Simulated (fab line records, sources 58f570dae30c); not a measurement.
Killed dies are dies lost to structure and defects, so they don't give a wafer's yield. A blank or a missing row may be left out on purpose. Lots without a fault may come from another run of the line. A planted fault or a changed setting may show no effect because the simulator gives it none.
Problem report in the 8D (eight disciplines) form, filled by code | flow berkeley_cmos170 | the parts of the form that need people (team, actions taken, sign-off) are left out

1. THE PROBLEM
PLDD_TW at UCB170_PLDD_TW_MEAS_11 reads a mean of 858 on 6 wafers of 2 lots; wafers without a fault read 1009 with a standard deviation of 8.4. That is -18 standard deviations from the usual mean.
First seen on wafer L263.1, day 8 11:53, on film_metro-02. The record holds 42 wafers of 14 lots with a number at this step. Rule for "out", or "out of limits": more than 4 standard deviations from the usual mean. The other wafers with a number count as sound.

2. WHAT IT IS AND WHAT IT IS NOT
question                    | is                           | is not
which readings at this step | PLDD_TW                      | -
which lots                  | L263, L269                   | L262, L264, L265, L266, L275, L277, L278, L280, L281, L282, L283, L284
which wafers of those lots  | all that have a number       | -
read on which gauges        | film_metro-02, film_metro-03 | film_metro-01
when                        | from day 8 11:53             | up to then (12 sound wafers); but 24 sound wafers of L275, L277, L278, L280, L281, L282, L283, L284 came after

3. SUSPECTS, AND WHAT RULES EACH OUT
Counting: a tool at a process step up to the reading stays a suspect if it ran every lot that is out and no sound lot after the first of them.
- the gauge at UCB170_PLDD_TW_MEAS_11: ruled out. The wafers that are out were read on 2 gauges (film_metro-02, film_metro-03).
- implanter-04 at UCB170_PLDD_IMPLANT_09: kept. It ran every lot that is out, first L263 (day 8 11:38), and no sound lot after that; its last sound lot up to then is L265 (day 8 11:10). Its own readings are out on those wafers: dose_ions_cm2, faraday_current_uA.
Left after counting: implanter-04 at UCB170_PLDD_IMPLANT_09.

4. THE CAUSE (what the simulator had put in)
Process parameter drift: implanter-04, from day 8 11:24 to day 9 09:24, at UCB170_PLDD_IMPLANT_09. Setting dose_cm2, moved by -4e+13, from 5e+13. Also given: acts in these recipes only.
Counting left only this tool.

5. THE CHAIN OF EFFECTS, in route order
Each row: a reading whose mean over the struck wafers that have a number lies more than 3 standard deviations from the usual. Only readings for which the record gives a usual standard deviation are gone through. hours: the time from each lot's start at the first step in this table that gives one to its start at this step, as a median over the lots. sigmas: the change in usual standard deviations.
hours | step                       | reading            | usual         | on struck wafers | change     | sigmas
0     | UCB170_PLDD_IMPLANT_09     | dose_ions_cm2      | 5.001e+13     | 1.002e+13        | -3.999e+13 | -99 or more
0     | UCB170_PLDD_IMPLANT_09     | faraday_current_uA | 158           | 32               | -126       | -38
0     | UCB170_PLDD_TW_MEAS_11     | PLDD_TW            | 1009          | 858              | -151       | -18
14    | UCB170_SDANNEAL_RS_MEAS_04 | PLDD_RS            | 1031.6 ohm/sq | 1534.7           | +503.1     | +99 or more
The process steps in it:
- UCB170_PLDD_IMPLANT_09

6. WHAT WOULD HAVE CAUGHT IT SOONER
In this record the first reading out of limits at a measuring or inspecting step was taken at day 8 11:53, 0 hours after the fault began at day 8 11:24.
The tool's own readings at UCB170_PLDD_IMPLANT_09 were out on every struck wafer that the step has a row for (dose_ions_cm2, faraday_current_uA): an alarm limit on them would have fired on the first of those.
Of the lots that are out (2), L269 began UCB170_PLDD_IMPLANT_09 on implanter-04 after day 8 11:53. A hold on the tool at that time would have spared it.
